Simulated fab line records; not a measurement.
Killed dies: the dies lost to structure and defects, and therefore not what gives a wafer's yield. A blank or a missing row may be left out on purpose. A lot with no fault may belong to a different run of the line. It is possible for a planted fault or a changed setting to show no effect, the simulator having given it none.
Lot-split experiment | flow ritCmos | 23 wafers read from 5 lots, route of 202 steps

THE SPLIT
At RIT_NRETRO_COAT_01 (resist thk 1300 nm), the setting resistThkNm was moved away from the recipe's 1300 nm on 8 of the 23 wafers read, by -5.2% to -2.2%. For the rest of the wafers, this setting stayed at what the recipe calls for.

FROM THE SPLIT TO THE READING: what the file shows between them, 3 steps
- RIT_NRETRO_SOFTBAKE_02: time 62.31 s
- RIT_NRETRO_EXPOSE_03: exposes mask M4, target cd 43900 nm
- RIT_NRETRO_DEVELOP_05: develop time 68 s

THE READING
NOVOLAK_of_NRETRO_COAT_01.thkNm (the simulator's own value, which no gauge read), in nm, at RIT_NRETRO_HARDBAKE_07 (time 120 s). The file gives no usual value for it. Across the 15 wafers here that went through the recipe, the average is 1136 nm and the standard deviation 2.7 nm.

wafer  | tool, chamber at the split | resistThkNm as run, nm | against the recipe | NOVOLAK_of_NRETRO_COAT_01.thkNm, nm | against lot-mates on the recipe
L078.1 | lithoTrack-04, 0           | 1300                   | recipe             | 1139                                | -
L078.3 | lithoTrack-04, 0           | 1300                   | recipe             | 1135                                | -
L078.4 | lithoTrack-04, 0           | 1272                   | -2.2%              | 1116                                | -21
L078.5 | lithoTrack-04, 0           | 1272                   | -2.2%              | 1112                                | -25
L078.6 | lithoTrack-04, 0           | 1272                   | -2.2%              | 1111                                | -26
L080.2 | lithoTrack-04, 0           | 1252                   | -3.7%              | 1092                                | -40
L080.3 | lithoTrack-04, 0           | 1252                   | -3.7%              | 1091                                | -42
L080.4 | lithoTrack-04, 0           | 1300                   | recipe             | 1131                                | -
L080.5 | lithoTrack-04, 0           | 1300                   | recipe             | 1134                                | -
L080.6 | lithoTrack-04, 0           | 1252                   | -3.7%              | 1093                                | -40
L082.1 | lithoTrack-04, 0           | 1300                   | recipe             | 1135                                | -
L082.5 | lithoTrack-04, 0           | 1300                   | recipe             | 1136                                | -
L082.6 | lithoTrack-04, 0           | 1300                   | recipe             | 1134                                | -
L084.2 | lithoTrack-03, 0           | 1300                   | recipe             | 1134                                | -
L084.3 | lithoTrack-03, 0           | 1233                   | -5.2%              | 1074                                | -60
L084.4 | lithoTrack-03, 0           | 1300                   | recipe             | 1133                                | -
L084.5 | lithoTrack-03, 0           | 1300                   | recipe             | 1135                                | -
L084.6 | lithoTrack-03, 0           | 1233                   | -5.2%              | 1077                                | -57
L085.1 | lithoTrack-03, 0           | 1300                   | recipe             | 1141                                | -
L085.2 | lithoTrack-03, 0           | 1300                   | recipe             | 1139                                | -
L085.3 | lithoTrack-03, 0           | 1300                   | recipe             | 1138                                | -
L085.5 | lithoTrack-03, 0           | 1300                   | recipe             | 1136                                | -
L085.6 | lithoTrack-03, 0           | 1300                   | recipe             | 1140                                | -

FIT RESULTS
A straight line over all 23 wafers: NOVOLAK_of_NRETRO_COAT_01.thkNm changes by +11.7 nm for each +1% of resistThkNm; r = +0.99; the points scatter about the line by 2.7 nm.
The same after taking each lot's own level away (the mean of its wafers on the recipe; 23 wafers): +11.2 nm for each +1%; r = +1.00; scatter 1.6 nm.
According to that fit, moving resistThkNm by its largest amount changes the reading by 58 nm.
The lots' own levels span 1132.5 to 1138.8 nm, that is 2.3 times the standard deviation above.
The two slopes are in agreement: the lot-to-lot level therefore moves the slope only a little.
Check: for one of the wafers moved furthest among these (-5.2%), held out of the fit, the line's prediction against its lot-mates is -56.8 nm. Against them it came out at -60 nm.

OTHER SPLITS ON THESE WAFERS
Other splits were also applied to these wafers ahead of the reading. Each is held against what the fit with the lots' levels taken away leaves over:
other split on the same wafers     | wafers away from the commonest value | r with NOVOLAK_of_NRETRO_COAT_01.thkNm (lot level and that fit taken away)
RIT_ACTIVE_SOFTBAKE_07 tempC       | 5                                    | -0.12
RIT_ACTIVE_DEVELOP_10 developTimeS | 5                                    | -0.38
RIT_FOX2_OXIDATION_00 oxTimeS      | 18                                   | +0.01
RIT_NWELL_IMPLANT_08 doseCm2       | 9                                    | -0.08
RIT_PWELL_SOFTBAKE_02 tempC        | 12                                   | +0.15

THE WHOLE CHAIN: every reading that the file lists as answering this split, in the file's order
step                   | what it does       | reading                                                                          | change (the file's fit)              | r (the file's)
RIT_NRETRO_COAT_01     | resist thk 1300 nm | NOVOLAK_of_NRETRO_COAT_01.thkNm (the simulator's own value, which no gauge read) | +13 nm for each +1% of the setting   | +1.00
RIT_NRETRO_HARDBAKE_07 | time 120 s         | NOVOLAK_of_NRETRO_COAT_01.thkNm (the simulator's own value, which no gauge read) | +11.2 nm for each +1% of the setting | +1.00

THE FILE'S OWN FIT
NOVOLAK_of_NRETRO_COAT_01.thkNm changes by +11.2 nm for each +1% of resistThkNm, r = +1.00.
